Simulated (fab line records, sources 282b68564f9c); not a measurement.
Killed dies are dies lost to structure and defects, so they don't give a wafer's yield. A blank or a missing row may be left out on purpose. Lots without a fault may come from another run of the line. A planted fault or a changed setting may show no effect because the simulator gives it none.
fab line records | flow rit_cmos
record lots=14 wafers=42 last_day=8
route steps=202 shown ACTIVE@3 PWELL@45 NLDD@111 M1@202
lots that met no fault: from a run of the same line without faults
start_h: hours from the record's first day to the start of the lot's first wafer shown | wait_h: hours since the lot's step before | " the same as in the row above | L1.1+2: a row that stands for several wafers | - no value, or no start given | * or withheld: withheld | < > ~ a bound
route shown NAME@n: a module of which the file shows steps, and the number in the route of the first | usual: mean/standard deviation of fault-free wafers | same: alike in all rows | chamber/n: place in a boat | sites: the reading at each site | _std_site: their standard deviation | _edge_site: outer sites' mean less inner sites' | radius_mm: how far each site lies from the wafer's centre | mask NAME#n: copy n | behind: the tool/chamber that last shaped the wafer | hold: why the lot was held/for how many hours/how that ended | device: the transistor (n, p or np) that didn't switch | end of line: the same wafers' tests at the end of the route | a step without rows: its recipe alone | killed: dies lost to structure and defects at the first sort, not the wafer's yield | map: a wafer's dies, x killed, . not, _ none there
set.NAME: the setting as run; set.NAME@STEP: as run at that earlier step | model.NAME: the simulator's own value behind a step, which no gauge read
steps of the route over a sample of lots; a table a step, a row a wafer
## steps
# step RIT_ACTIVE_THK_MEAS_02
# recipe reads=SiO2_of_ACTIVE_OXIDATION_01
# usual ACTIVE_OXIDE_THK=47.3/0.79
# columns lot.wafer tool chamber start_h wait_h ACTIVE_OXIDE_THK[nm]
L102.2 film_metro-01 - 19.64 0.0 46.4
L102.4 " - " " 46.3
L102.6 " - " " 47.4
L103.2 film_metro-04 - 24.76 0.0 46.8
L103.3 " - " " 47.0
L103.6 " - " " 47.3
L104.1 film_metro-04 - 27.98 0.0 47.4
L104.3 " - " " 47.3
L104.5 " - " " 47.7
L106.3 film_metro-01 - 37.07 0.0 48.2
L106.4 " - " " 49.5
L106.5 " - " " 48.4
L107.1 film_metro-02 - 42.61 0.0 48.7
L107.4 " - " " 48.5
L107.5 " - " " 48.9
L110.1 film_metro-01 - 60.11 0.0 45.7
L110.3 " - " " 45.8
L110.5 " - " " 45.5
L111.1 film_metro-02 - 62.47 0.0 47.1
L111.2 " - " " 47.4
L111.3 " - " " 47.5
L112.2 film_metro-04 - 67.06 0.0 46.4
L112.5 " - " " 47.0
L112.6 " - " " 46.5
L114.1 film_metro-04 - 77.24 0.0 46.5
L114.2 " - " " 46.1
L114.3 " - " " 45.7
L115.2 film_metro-01 - 82.06 0.0 46.9
L115.4 " - " " 46.5
L115.6 " - " " 46.8
L121.4 film_metro-01 - 114.54 0.0 47.7
L121.5 " - " " 48.1
L121.6 " - " " 48.2
L122.1 film_metro-02 - 125.68 0.0 46.2
L122.3 " - " " 47.1
L122.6 " - " " 46.6
L123.1 film_metro-01 - 125.68 0.0 47.4
L123.4 " - " " 47.4
L123.6 " - " " 46.7
L124.1 film_metro-04 - 132.44 0.0 48.3
L124.2 " - " " 48.5
L124.5 " - " " 48.1
# step RIT_ACTIVE_THK_MEAS_04
# recipe reads=Si3N4_of_ACTIVE_CVD_03
# usual ACTIVE_NITRIDE_THK=149.7/1.2
# columns lot.wafer tool chamber start_h wait_h ACTIVE_NITRIDE_THK[nm]
L102.2 film_metro-01 - 21.11 0.0 149.2
L102.4 " - " " 149.5
L102.6 " - " " 148.4
L103.2 film_metro-04 - 26.95 0.0 148.1
L103.3 " - " " 148.5
L103.6 " - " " 149.1
L104.1 film_metro-02 - 30.17 0.0 149.9
L104.3 " - " " 149.8
L104.5 " - " " 149.2
L106.3 film_metro-01 - 38.55 0.0 151.8
L106.4 " - " " 153.2
L106.5 " - " " 152.2
L107.1 film_metro-01 - 44.09 0.0 150.6
L107.4 " - " " 150.9
L107.5 " - " " 151.9
L110.1 film_metro-01 - 61.58 0.0 151.7
L110.3 " - " " 151.6
L110.5 " - " " 151.3
L111.1 film_metro-01 - 63.94 0.0 150.4
L111.2 " - " " 150.9
L111.3 " - " " 150.2
L112.2 film_metro-01 - 68.54 0.0 148.7
L112.5 " - " " 148.0
L112.6 " - " " 149.3
L114.1 film_metro-04 - 78.88 0.0 149.1
L114.2 " - " " 149.2
L114.3 " - " " 148.2
L115.2 film_metro-04 - 83.54 0.0 149.7
L115.4 " - " " 149.4
L115.6 " - " " 148.0
L121.4 film_metro-02 - 116.02 0.0 147.4
L121.5 " - " " 149.2
L121.6 " - " " 149.6
L122.1 film_metro-01 - 127.87 0.0 148.8
L122.3 " - " " 148.1
L122.6 " - " " 148.8
L123.1 film_metro-04 - 127.87 0.0 148.4
L123.4 " - " " 148.4
L123.6 " - " " 149.0
L124.1 film_metro-02 - 133.92 0.0 149.5
L124.2 " - " " 149.9
L124.5 " - " " 149.7
# step RIT_PWELL_OVL_MEAS_06
# usual PWELL_OVL=-0.3/1.5
# columns lot.wafer tool chamber start_h wait_h PWELL_OVL[nm]
L102.2 overlay-02 - 32.34 - 2.0
L102.4 " - " " 0.3
L102.6 " - " " 2.8
L103.2 overlay-02 - 38.33 - 1.3
L103.3 " - " " -0.5
L103.6 " - " " 1.5
L104.1 overlay-02 - 39.09 - -0.5
L104.3 " - " " -1.8
L104.5 " - " " -2.5
L106.3 overlay-01 - 51.01 - -1.2
L106.4 " - " " -0.4
L106.5 " - " " -1.2
L107.1 overlay-02 - 53.70 - 0.2
L107.4 " - " " 1.1
L107.5 " - " " 1.0
L110.1 overlay-01 - 70.46 - -0.7
L110.3 " - " " 0.6
L110.5 " - " " 0.8
L111.1 overlay-01 - 73.93 - -0.2
L111.2 " - " " 1.4
L111.3 " - " " -0.8
L112.2 overlay-01 - 82.23 - -2.7
L112.5 " - " " -0.7
L112.6 " - " " -1.2
L114.1 overlay-01 - 87.69 - -1.9
L114.2 " - " " -2.9
L114.3 " - " " -3.2
L115.2 overlay-02 - 94.10 - -0.4
L115.4 " - " " -2.7
L115.6 " - " " -5.0
L121.4 overlay-01 - 133.29 - 1.9
L121.5 " - " " 2.6
L121.6 " - " " 2.2
L122.1 overlay-01 - 137.65 - 0.3
L122.3 " - " " 0.2
L122.6 " - " " 0.5
L123.1 overlay-02 - 137.89 - 0.9
L123.4 " - " " 2.0
L123.6 " - " " 2.1
L124.1 overlay-01 - 146.66 - -1.2
L124.2 " - " " -1.0
L124.5 " - " " -0.2
# step RIT_NLDD_IMPLANT_08
# recipe species=P energy_kev=20 dose_cm2=5.037e+14 tilt_deg=7
# usual beam_on_s=9.97/0.19 end_station_pressure_torr=6.3e-06/3.2e-07
# same implant_ion_amu=31
# columns lot.wafer tool chamber start_h wait_h beam_on_s end_station_pressure_torr
L102.2 implanter-03 0 55.16 0.1 9.99 6.5e-06
L102.4 " 0 " " 9.99 6.3e-06
L102.6 " 0 " " 10.06 6.3e-06
L103.2 implanter-02 0 57.79 0.1 10.32 6.2e-06
L103.3 " 0 " " 10.33 6.1e-06
L103.6 " 0 " " 9.76 5.9e-06
L104.1 implanter-02 0 60.35 0.1 10.17 6.5e-06
L104.3 " 0 " " 9.88 5.9e-06
L104.5 " 0 " " 10.18 6.1e-06
L106.3 implanter-03 0 72.05 0.1 10.17 6.2e-06
L106.4 " 0 " " 9.87 5.9e-06
L106.5 " 0 " " 9.87 6.5e-06
L107.1 implanter-03 0 75.09 0.1 10.05 6.4e-06
L107.4 " 0 " " 10.04 6e-06
L107.5 " 0 " " 10.05 6.3e-06
L110.1 implanter-02 0 94.67 0.1 10.22 6.2e-06
L110.3 " 0 " " 10.09 6.2e-06
L110.5 " 0 " " 10.14 6.1e-06
L111.1 implanter-03 0 97.09 0.1 9.85 6.2e-06
L111.2 " 0 " " 9.64 6.3e-06
L111.3 " 0 " " 9.78 6.2e-06
L112.2 implanter-03 0 106.74 0.1 9.55 5.7e-06
L112.5 " 0 " " 9.87 6.5e-06
L112.6 " 0 " " 9.98 6.3e-06
L114.1 implanter-03 0 110.40 0.1 9.69 5.7e-06
L114.2 " 0 " " 9.89 6.7e-06
L114.3 " 0 " " 9.86 5.9e-06
L115.2 implanter-03 0 124.08 0.1 10.23 6.8e-06
L115.4 " 0 " " 9.81 6e-06
L115.6 " 0 " " 10.01 6.2e-06
L121.4 implanter-01 0 156.96 0.1 10.17 6.3e-06
L121.5 " 0 " " 10.00 6.1e-06
L121.6 " 0 " " 9.96 6.2e-06
L123.1 implanter-02 0 162.46 0.1 9.96 6.4e-06
L123.4 " 0 " " 10.22 6.1e-06
L123.6 " 0 " " 9.89 6.4e-06
L122.1 implanter-02 0 164.84 0.1 9.99 6.3e-06
L122.3 " 0 " " 9.74 6.6e-06
L122.6 " 0 " " 9.77 6.2e-06
L124.1 implanter-02 0 168.18 0.1 9.97 6.5e-06
L124.2 " 0 " " 10.21 6.9e-06
L124.5 " 0 " " 10.22 5.6e-06
# step RIT_NLDD_TW_MEAS_10
# usual NLDD_TW=2488/20
# columns lot.wafer tool chamber start_h wait_h NLDD_TW
L102.2 film_metro-01 - 55.47 0.1 2469
L102.4 " - " " 2480
L102.6 " - " " 2459
L103.2 film_metro-02 - 58.10 0.1 2498
L103.3 " - " " 2498
L103.6 " - " " 2497
L104.1 film_metro-01 - 60.67 0.1 2466
L104.3 " - " " 2483
L104.5 " - " " 2461
L106.3 film_metro-04 - 72.34 0.1 2481
L106.4 " - " " 2473
L106.5 " - " " 2494
L107.1 film_metro-01 - 75.41 0.1 2468
L107.4 " - " " 2451
L107.5 " - " " 2473
L110.1 film_metro-04 - 94.99 0.1 2498
L110.3 " - " " 2495
L110.5 " - " " 2476
L111.1 film_metro-04 - 97.41 0.1 2484
L111.2 " - " " 2489
L111.3 " - " " 2477
L112.2 film_metro-04 - 107.05 0.1 2489
L112.5 " - " " 2492
L112.6 " - " " 2483
L114.1 film_metro-04 - 110.72 0.1 2318
L114.2 " - " " 2323
L114.3 " - " " 2315
L115.2 film_metro-02 - 124.39 0.1 2365
L115.4 " - " " 2367
L115.6 " - " " 2367
L121.4 film_metro-02 - 157.24 0.1 2521
L121.5 " - " " 2516
L121.6 " - " " 2531
L123.1 film_metro-02 - 162.78 0.1 2530
L123.4 " - " " 2530
L123.6 " - " " 2525
L122.1 film_metro-04 - 165.16 0.1 2486
L122.3 " - " " 2485
L122.6 " - " " 2495
L124.1 film_metro-04 - 168.51 0.1 2495
L124.2 " - " " 2478
L124.5 " - " " 2486
# step RIT_SDANNEAL_RS_MEAS_07
# recipe thk_meas_gauge=four-point-probe
# usual NLDD_RS=150.8/0.48
# columns lot.wafer tool chamber start_h wait_h NLDD_RS[ohm/sq]
L102.2 film_metro-04 - 63.37 0.1 150.8
L102.4 " - " " 150.6
L102.6 " - " " 150.6
L103.2 film_metro-01 - 65.99 0.1 150.5
L103.3 " - " " 150.6
L103.6 " - " " 150.8
L104.1 film_metro-04 - 68.59 0.1 150.7
L104.3 " - " " 150.7
L104.5 " - " " 150.8
L106.3 film_metro-02 - 81.91 0.1 150.6
L106.4 " - " " 150.7
L106.5 " - " " 150.9
L107.1 film_metro-02 - 84.84 0.1 150.3
L107.4 " - " " 150.4
L107.5 " - " " 150.8
L110.1 film_metro-04 - 102.74 0.1 151.0
L110.3 " - " " 150.0
L110.5 " - " " 150.4
L111.1 film_metro-01 - 106.53 0.1 150.4
L111.2 " - " " 150.6
L111.3 " - " " 151.0
L112.2 film_metro-01 - 116.36 0.1 149.8
L112.5 " - " " 150.3
L112.6 " - " " 150.0
L114.1 film_metro-04 - 119.44 0.1 184.5
L114.2 " - " " 184.9
L114.3 " - " " 185.8
L115.2 film_metro-02 - 132.60 0.1 183.5
L115.4 " - " " 184.0
L115.6 " - " " 183.5
L121.4 film_metro-04 - 167.04 0.1 150.7
L121.5 " - " " 151.5
L121.6 " - " " 150.6
L123.1 film_metro-01 - 171.96 0.1 149.8
L123.4 " - " " 149.9
L123.6 " - " " 149.2
L122.1 film_metro-02 - 173.49 0.1 150.5
L122.3 " - " " 150.8
L122.6 " - " " 150.2
L124.1 film_metro-04 - 177.57 0.1 151.2
L124.2 " - " " 150.4
L124.5 " - " " 150.5
# step RIT_M1_PROBE_99
# usual killed_at_contacts=0.0/0.2 killed_at_front_end=7.0/2.8 killed_dies=7.0/2.8 killed_open=3.4/1.9 killed_short=3.6/2
# same gross_dies=264 killed_at_M0_to_M3=0 killed_at_M4_up=0 killed_at_back_side=0 killed_at_other=0
# columns lot.wafer tool chamber start_h wait_h killed_at_contacts killed_at_front_end killed_dies killed_open killed_short
L102.2 prober-01 - 70.52 0.1 0 2 2 1 1
L102.4 prober-01 - 70.62 0.2 0 6 6 4 2
L102.6 prober-01 - 70.72 0.2 0 2 2 1 1
L103.2 prober-02 - 73.05 0.1 0 11 11 4 7
L103.3 prober-02 - 73.10 0.2 0 7 7 3 4
L103.6 prober-02 - 73.25 0.2 0 3 3 1 2
L104.1 prober-01 - 75.62 0.1 0 7 7 3 4
L104.3 prober-01 - 75.72 0.2 0 6 6 1 5
L104.5 prober-01 - 75.82 0.2 0 10 10 8 2
L106.3 prober-01 - 90.11 0.2 0 10 10 4 6
L106.4 prober-01 - 90.16 0.2 0 8 8 2 6
L106.5 prober-01 - 90.21 0.2 0 4 4 3 1
L107.1 prober-02 - 92.18 0.1 0 8 8 4 4
L107.4 prober-02 - 92.33 0.2 0 4 4 3 1
L107.5 prober-02 - 92.38 0.2 0 5 5 1 4
L110.1 prober-01 - 112.22 0.1 0 7 7 5 2
L110.3 prober-01 - 112.32 0.2 0 9 9 4 5
L110.5 prober-01 - 112.42 0.2 0 11 11 4 7
L111.1 prober-02 - 113.72 0.1 0 5 5 1 4
L111.2 prober-02 - 113.77 0.1 0 10 10 4 6
L111.3 prober-02 - 113.82 0.2 0 4 4 2 2
L112.2 prober-01 - 123.41 0.1 0 9 9 2 7
L112.5 prober-01 - 123.56 0.2 0 8 8 6 2
L112.6 prober-01 - 123.61 0.2 0 10 10 5 5
L114.1 prober-01 - 126.81 0.1 0 10 10 4 6
L114.2 prober-01 - 126.86 0.1 0 5 5 2 3
L114.3 prober-01 - 126.91 0.2 0 8 8 5 3
L115.2 prober-02 - 139.65 0.1 0 4 4 2 2
L115.4 prober-02 - 139.75 0.2 1 13 14 4 10
L115.6 prober-02 - 139.85 0.2 0 9 9 5 4
L121.4 prober-02 - 174.26 0.2 0 9 9 5 4
L121.5 prober-02 - 174.31 0.2 0 10 10 4 6
L121.6 prober-02 - 174.36 0.2 0 6 6 3 3
L123.1 prober-01 - 179.23 0.1 0 7 7 4 3
L123.4 prober-01 - 179.38 0.2 0 6 6 1 5
L123.6 prober-01 - 179.48 0.2 0 5 5 2 3
L122.1 prober-02 - 180.73 0.1 0 11 11 2 9
L122.3 prober-02 - 180.83 0.2 1 7 8 5 3
L122.6 prober-02 - 180.98 0.2 0 11 11 7 4
L124.1 prober-01 - 184.68 0.1 0 2 2 1 1
L124.2 prober-01 - 184.73 0.1 0 7 7 4 3
L124.5 prober-01 - 184.88 0.2 0 4 4 3 1
# killed by level:class
L102.2 FOX1:geometric_particle:open=1 GATE:geometric_particle:short=1
L102.4 FOX2:geometric_particle:open=2 GATE:geometric_particle:open=2 GATE:geometric_particle:short=1 SILICIDE:geometric_particle:short=1
L102.6 FOX1:geometric_particle:short=1 SPACER:geometric_particle:open=1
L103.2 GATE:geometric_particle:short=3 REOX:geometric_particle:open=3 FOX2:geometric_particle:short=2 FOX1:geometric_particle:open=1 REOX:geometric_particle:short=1 SILICIDE:geometric_particle:short=1
L103.3 GATE:geometric_particle:short=3 GATE:geometric_particle:open=2 REOX:geometric_particle:short=1 SILICIDE:geometric_particle:open=1
L103.6 GATE:geometric_particle:open=1 REOX:geometric_particle:short=1 SPACER:geometric_particle:short=1
L104.1 GATE:geometric_particle:short=4 FOX2:geometric_particle:open=1 GATE:geometric_particle:open=1 SILICIDE:geometric_particle:open=1
L104.3 GATE:geometric_particle:short=2 SILICIDE:geometric_particle:short=2 GATE:geometric_particle:open=1 SPACER:geometric_particle:short=1
L104.5 GATE:geometric_particle:open=4 FOX1:geometric_particle:open=2 FOX2:geometric_particle:open=2 GATE:geometric_particle:short=1 REOX:geometric_particle:short=1
L106.3 GATE:geometric_particle:short=5 GATE:geometric_particle:open=2 SPACER:geometric_particle:open=1 SPACER:geometric_particle:short=1 SILICIDE:geometric_particle:open=1
L106.4 GATE:geometric_particle:short=3 FOX2:geometric_particle:short=1 REOX:geometric_particle:open=1 SPACER:geometric_particle:short=1 SILICIDE:geometric_particle:open=1 SILICIDE:geometric_particle:short=1
L106.5 GATE:geometric_particle:open=2 GATE:geometric_particle:short=1 SILICIDE:geometric_particle:open=1
L107.1 GATE:geometric_particle:short=3 FOX1:geometric_particle:open=1 FOX1:geometric_particle:short=1 REOX:geometric_particle:open=1 SPACER:geometric_particle:open=1 SILICIDE:geometric_particle:open=1
L107.4 GATE:geometric_particle:open=1 SPACER:geometric_particle:open=1 SPACER:geometric_particle:short=1 SILICIDE:geometric_particle:open=1
L107.5 GATE:geometric_particle:short=3 GATE:geometric_particle:open=1 SILICIDE:geometric_particle:short=1
L110.1 FOX1:geometric_particle:open=1 FOX1:geometric_particle:short=1 FOX2:geometric_particle:open=1 GATE:geometric_particle:open=1 REOX:geometric_particle:open=1 SPACER:geometric_particle:open=1 SILICIDE:geometric_particle:short=1
L110.3 SILICIDE:geometric_particle:short=4 SILICIDE:geometric_particle:open=3 GATE:geometric_particle:short=1 REOX:geometric_particle:open=1
L110.5 REOX:geometric_particle:short=3 SILICIDE:geometric_particle:short=2 FOX1:geometric_particle:open=1 FOX2:geometric_particle:short=1 GATE:geometric_particle:short=1 GATE:geometric_particle:open=1 SPACER:geometric_particle:open=1 SILICIDE:geometric_particle:open=1
L111.1 GATE:geometric_particle:short=3 ACTIVE:geometric_particle:short=1 GATE:geometric_particle:open=1
L111.2 GATE:geometric_particle:open=4 REOX:geometric_particle:short=3 GATE:geometric_particle:short=2 FOX1:geometric_particle:short=1
L111.3 SILICIDE:geometric_particle:short=2 GATE:geometric_particle:open=1 SILICIDE:geometric_particle:open=1
L112.2 REOX:geometric_particle:short=3 GATE:geometric_particle:short=2 REOX:geometric_particle:open=2 FOX1:geometric_particle:short=1 SILICIDE:geometric_particle:short=1
L112.5 GATE:geometric_particle:open=4 REOX:geometric_particle:open=2 FOX1:geometric_particle:short=1 GATE:geometric_particle:short=1
L112.6 FOX1:geometric_particle:short=2 GATE:geometric_particle:open=2 GATE:geometric_particle:short=2 FOX1:geometric_particle:open=1 REOX:geometric_particle:short=1 REOX:geometric_particle:open=1 SPACER:geometric_particle:open=1
L114.1 GATE:geometric_particle:open=3 GATE:geometric_particle:short=2 FOX1:geometric_particle:open=1 FOX2:geometric_particle:short=1 REOX:geometric_particle:short=1 SPACER:geometric_particle:short=1 SILICIDE:geometric_particle:short=1
L114.2 GATE:geometric_particle:short=3 GATE:geometric_particle:open=2
L114.3 GATE:geometric_particle:open=4 FOX2:geometric_particle:short=2 FOX1:geometric_particle:short=1 FOX1:geometric_particle:open=1
L115.2 FOX1:geometric_particle:open=1 GATE:geometric_particle:short=1 SPACER:geometric_particle:short=1 SILICIDE:geometric_particle:open=1
L115.4 GATE:geometric_particle:short=4 GATE:geometric_particle:open=2 SPACER:geometric_particle:short=2 FOX1:geometric_particle:short=1 FOX1:geometric_particle:open=1 FOX2:geometric_particle:short=1 SPACER:geometric_particle:open=1 SILICIDE:geometric_particle:short=1
L115.6 FOX1:geometric_particle:short=2 SILICIDE:geometric_particle:open=2 FOX1:geometric_particle:open=1 GATE:geometric_particle:short=1 GATE:geometric_particle:open=1 SPACER:geometric_particle:open=1 SILICIDE:geometric_particle:short=1
L121.4 GATE:geometric_particle:short=3 GATE:geometric_particle:open=2 SILICIDE:geometric_particle:open=2 FOX1:geometric_particle:open=1 SPACER:geometric_particle:short=1
L121.5 GATE:geometric_particle:short=2 FOX1:geometric_particle:short=1 FOX2:geometric_particle:open=1 GATE:geometric_particle:open=1 REOX:geometric_particle:short=1 SPACER:geometric_particle:short=1 SPACER:geometric_particle:open=1 SILICIDE:geometric_particle:open=1
L121.6 REOX:geometric_particle:open=2 GATE:geometric_particle:open=1 REOX:geometric_particle:short=1 SPACER:geometric_particle:short=1 SILICIDE:geometric_particle:short=1
L123.1 FOX1:geometric_particle:open=2 GATE:geometric_particle:open=2 FOX1:geometric_particle:short=1 GATE:geometric_particle:short=1 SILICIDE:geometric_particle:short=1
L123.4 GATE:geometric_particle:short=4 FOX1:geometric_particle:short=1 GATE:geometric_particle:open=1
L123.6 FOX1:geometric_particle:short=2 GATE:geometric_particle:open=2 REOX:geometric_particle:short=1
L122.1 GATE:geometric_particle:short=3 SILICIDE:geometric_particle:short=3 FOX1:geometric_particle:short=2 GATE:geometric_particle:open=1 REOX:geometric_particle:open=1 REOX:geometric_particle:short=1
L122.3 GATE:geometric_particle:open=3 FOX1:geometric_particle:short=1 FOX1:geometric_particle:open=1 FOX2:geometric_particle:short=1 GATE:geometric_particle:short=1 CONTACT:geometric_particle:open=1
L122.6 GATE:geometric_particle:open=5 GATE:geometric_particle:short=2 REOX:geometric_particle:open=1 REOX:geometric_particle:short=1 SILICIDE:geometric_particle:short=1 SILICIDE:geometric_particle:open=1
L124.1 GATE:geometric_particle:open=1 GATE:geometric_particle:short=1
L124.2 GATE:geometric_particle:short=3 REOX:geometric_particle:open=2 GATE:geometric_particle:open=1 SILICIDE:geometric_particle:open=1
L124.5 GATE:geometric_particle:open=1 REOX:geometric_particle:short=1 SPACER:geometric_particle:open=1 SILICIDE:geometric_particle:open=1
## key
first_sign step=RIT_NLDD_TW_MEAS_10 reading=NLDD_TW direction=down sigmas=7.1 usual=2488 struck=2342
effect step=RIT_SDANNEAL_RS_MEAS_07 reading=NLDD_RS direction=up sigmas=70 usual=150.8 struck=184.4
met_at RIT_NLDD_IMPLANT_08
struck_lots L114,L115
tester_left_out L114,L115
not_acting_at RIT_ACTIVE_THK_MEAS_02,RIT_ACTIVE_THK_MEAS_04,RIT_PWELL_OVL_MEAS_06
onset_between 106.74 110.40
fault kind=process_parameter_drift tool=implanter-03 chamber=- onset_h=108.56 steps=RIT_NLDD_IMPLANT_08 channel=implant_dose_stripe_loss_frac offset=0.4 shape=step end_h=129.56
# tester_left_out: of these lots the tester's yield and bins aren't shown, on N5 and GAA mostly nor the transistor test; their killed dies are dies lost to structure and defects alone, not to doping, threshold or leakage, so they don't give the yield
